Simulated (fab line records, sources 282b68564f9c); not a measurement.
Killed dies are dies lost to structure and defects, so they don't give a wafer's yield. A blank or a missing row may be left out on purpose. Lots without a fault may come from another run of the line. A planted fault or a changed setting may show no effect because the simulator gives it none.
Problem report in the 8D (eight disciplines) form, filled by code | flow rit_cmos | the parts of the form that need people (team, actions taken, sign-off) are left out

1. THE PROBLEM
spin_speed_rpm at RIT_PSD_COAT_01 reads a mean of 3422.1 rpm on 6 wafers of 2 lots; wafers without a fault read 3250.0 rpm with a standard deviation of 2.3. That is +75 standard deviations from the usual mean.
The step: resist thk 1000 nm.
First seen on wafer L381.4, day 4 06:14, on litho_track-02. The record holds 33 wafers of 11 lots with a number at this step. Rule for "out", or "out of limits": more than 4 standard deviations from the usual mean. The other wafers with a number count as sound.

2. WHAT IT IS AND WHAT IT IS NOT
question                    | is                     | is not
which readings at this step | spin_speed_rpm         | resist_line_temp_C
which lots                  | L381, L387             | L375, L376, L377, L382, L389, L391, L392, L395, L398
which wafers of those lots  | all that have a number | -
read on which tools         | litho_track-02         | litho_track-01, litho_track-03
when                        | from day 4 06:14       | up to then (9 sound wafers); but 18 sound wafers of L382, L389, L391, L392, L395, L398 came after

3. SUSPECTS, AND WHAT RULES EACH OUT
Counting: a tool at a process step up to the reading stays a suspect if it ran every lot that is out and no sound lot after the first of them.
- litho_track-02 at RIT_PSD_COAT_01 (resist thk 1000 nm): kept. It ran every lot that is out, first L381 (day 4 06:14), and no sound lot after that. Its own readings are out on those wafers: spin_speed_rpm.
Left after counting: litho_track-02 at RIT_PSD_COAT_01.

4. THE CAUSE (what the simulator had put in)
Process parameter drift: litho_track-02, from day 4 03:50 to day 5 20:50, at RIT_PSD_COAT_01. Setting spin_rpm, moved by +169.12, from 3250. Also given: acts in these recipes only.
Counting left only this tool.

5. THE CHAIN OF EFFECTS, in route order
Each row: a reading whose mean over the struck wafers that have a number lies more than 3 standard deviations from the usual. Only readings for which the record gives a usual standard deviation are gone through. hours: the time from each lot's start at the first step in this table that gives one to its start at this step, as a median over the lots. sigmas: the change in usual standard deviations.
hours | step            | reading        | usual      | on struck wafers | change | sigmas
0     | RIT_PSD_COAT_01 | spin_speed_rpm | 3250.0 rpm | 3422.1           | +172.1 | +75
The process steps in it:
- RIT_PSD_COAT_01: resist thk 1000 nm.

6. WHAT WOULD HAVE CAUGHT IT SOONER
In this record the first reading out of limits was taken at day 4 06:14, 2 hours after the fault began at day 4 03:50.
